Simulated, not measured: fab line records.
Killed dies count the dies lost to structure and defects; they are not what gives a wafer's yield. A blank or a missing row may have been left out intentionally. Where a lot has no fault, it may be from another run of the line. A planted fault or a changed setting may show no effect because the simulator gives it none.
Struck lot and sound lot, side by side    flow berkeley-cmos170    15 steps out of a route of 331
Sound: wafers L178.2, L178.4, L178.6. Struck: wafers L190.2, L190.3, L190.6. The cause is given at the end.
Each step with rows lists, per side, the tool, then ch with its chambers, then its first start. Under that, the readings that differ: sound wafers    struck wafers    difference of the means    sigmas: that difference in standard deviations of wafers without a fault.
alike: readings with means less than 2 such deviations apart, plus words and numbers identical on both sides. not compared: withheld readings, readings lacking a value on some wafer, bounds such as >300 that could conceal the same value, and numbers that have no deviation in the record and whose values overlap.
A row with sigmas, a row that says differs or no value, or rows on one side alone: a step with any of these is where the two part. Numbers that have no deviation but don't overlap get no sigmas and don't part them. A reading that every wafer of one side lacks parts them only if that side has two wafers or more.

first, 2 steps without rows for these wafers: UCB170_GATE_ANNEAL_03 (time 1800 s); UCB170_GATE_CVD_04 (deposits poly-Si from SiH4, time 1440 s, target thk 214 nm).
UCB170_GATE_THK_MEAS_05:
  sound on film-metro-01, day 6 16:27; struck on film-metro-04, day 9 08:16
  alike: GATE_POLY_THK
then, 6 steps without rows for these wafers: UCB170_GATE_COAT_06; UCB170_GATE_COAT_07 (resist thk 900 nm); UCB170_GATE_SOFTBAKE_08 (time 60 s); UCB170_GATE_EXPOSE_09 (exposes mask POLY, target cd 350 nm); UCB170_GATE_PEB_10; UCB170_GATE_DEVELOP_11 (develop time 45 s).
UCB170_GATE_CD_MEAS_12: the cd target is 350 nm.
  sound on cd-sem-01, day 6 17:40; struck on cd-sem-01, day 9 10:19
  alike: cd-nm
UCB170_GATE_OVL_MEAS_13:
  sound on overlay-02, day 6 17:46; struck on overlay-02, day 9 10:25
  alike: GATE_OVL
UCB170_GATE_ETCH_14: etches BARC in N2/H2.
  sound on rie-diel-02 ch 0,2,3, day 6 17:48; struck on rie-diel-04 ch 1,2, day 9 10:27
  alike: drypump-motor-current-A, oes-product-au, throttle-valve-pct
UCB170_GATE_ETCH_15: etches poly-Si in HBr/Cl2, stops on SiO2, time 56.3 s, target depth 278.2 nm.
  sound on rie-si-01 ch 1,2,3, day 6 17:50; struck on rie-si-01 ch 1,3, day 9 10:30
reading                                sound              struck             difference  sigmas
model.KrF_of_GATE_COAT_07.thk-nm (nm)  774.9 780.3 774.3  794.2 795.3 793.2  +17.7       
  alike: drypump-motor-current-A, he-backside-leak-sccm, oes-product-au, throttle-valve-pct
  not compared: rf-hours-counter-h
UCB170_GATE_STRIP_16: strips in O2.
  sound on plasma-asher-01 ch 0,1, day 6 17:53; struck on plasma-asher-02 ch 0,1, day 9 10:32
  alike: drypump-motor-current-A, oes-product-au
  not compared: rf-hours-counter-h
-- the record jumps here: 2 days lie between the struck wafers' starts before and after (it left off in module GATE and takes up again in module M3, whose first step shown is number 331 of the route) --
UCB170_M3_PROBE_99:
  sound on prober-01, day 8 07:08; struck on prober-01, day 11 11:29
reading                                           sound                 struck                difference  sigmas
model.etest.poly-comb-over-steps.leak-log10-a-um  -12.88 -12.77 -12.81  -7.456 -6.171 -7.465  +5.789      

== WHERE THEY PART ==
Nowhere in this record.

WHY: whatever the simulator had introduced
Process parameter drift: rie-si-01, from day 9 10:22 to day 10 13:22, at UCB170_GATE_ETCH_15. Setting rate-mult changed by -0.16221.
